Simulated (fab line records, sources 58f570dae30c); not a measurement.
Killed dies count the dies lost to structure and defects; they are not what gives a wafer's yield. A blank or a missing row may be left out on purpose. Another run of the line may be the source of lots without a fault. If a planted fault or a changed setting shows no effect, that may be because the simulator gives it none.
Which tool was responsible? + flow berkeleyCmos170 + 7 lots, 21 wafers sampled, at 2 steps of a route of 331

WHAT EACH GAUGE READ, for each wafer
UCB170_SDANNEAL_RS_MEAS_04: uses a four-point probe to measure.
| lot  | measured     | on           | PLDD_RS (ohm/sq)     |
|------|--------------|--------------|----------------------|
| L617 | day 6 15:48  | filmMetro-04 | 1036.9 1033.7 1032.1 |
| L619 | day 7 13:02  | filmMetro-04 | 1032.1 1034.5 1032.4 |
| L623 | day 8 12:11  | filmMetro-04 | 1032.6 1030.6 1030.3 |
| L626 | day 8 18:32  | filmMetro-02 | 1074.5 1077.3 1073.4 |
| L628 | day 9 17:01  | filmMetro-04 | 1029.9 1030.2 1031.6 |
| L631 | day 10 09:07 | filmMetro-02 | 1029.3 1028.0 1030.0 |
| L636 | day 11 04:26 | filmMetro-03 | 1030.8 1032.1 1031.8 |

EACH LOT AND THE TOOL THAT RAN IT (in order: tool; ch and the chambers of the sampled wafers; start)
| lot  | UCB170_SPACER_ANNEAL_02       |
|------|-------------------------------|
| L617 | furnace-04 ch 0, day 6 09:25  |
| L619 | furnace-04 ch 0, day 7 04:37  |
| L623 | furnace-01 ch 0, day 8 03:32  |
| L626 | furnace-01 ch 0, day 8 12:23  |
| L628 | furnace-02 ch 0, day 9 09:03  |
| L631 | furnace-02 ch 0, day 10 02:35 |
| L636 | furnace-04 ch 0, day 10 21:59 |
- UCB170_SPACER_ANNEAL_02: time 1800 s.

THE ANSWER, worked out from the rows above alone
Rule: what is usual is taken from the lots themselves. The widest of any qualifying gaps counts: lots, ordered by their means at a reading, are off when they make up no more than a third of the lots, leave a main group of 4 or more, and stand apart from it by 3 or more times the standard deviation of that group's means. If all means in a main group match to the digits the tables above print for the reading, that group is not used. A lot without any number at a reading at which 4 lots or more have one is off too. Any other lot the step has rows for is counted as sound.
Off: L626, seen at UCB170_SDANNEAL_RS_MEAS_04 (PLDD_RS). For the main group the mean is 1031.6 ohm/sq and the standard deviation 1.7.
If a tool, at a process step before that reading, ran all the lots that are off and no sound lot after the first of them, it fits. The gauges at UCB170_SDANNEAL_RS_MEAS_04 are tried like those tools. One fits: UCB170_SPACER_ANNEAL_02 on furnace-01. A fault onset in the window from L623 (day 8 03:32, its last sound lot) to L626 (day 8 12:23, its first lot off) fits.

WHAT THE SIMULATOR HAD INSERTED
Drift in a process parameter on furnace-01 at UCB170_SPACER_ANNEAL_02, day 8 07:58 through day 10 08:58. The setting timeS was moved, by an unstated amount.
Struck lots among those shown: L626. The rule given above showed the same thing.
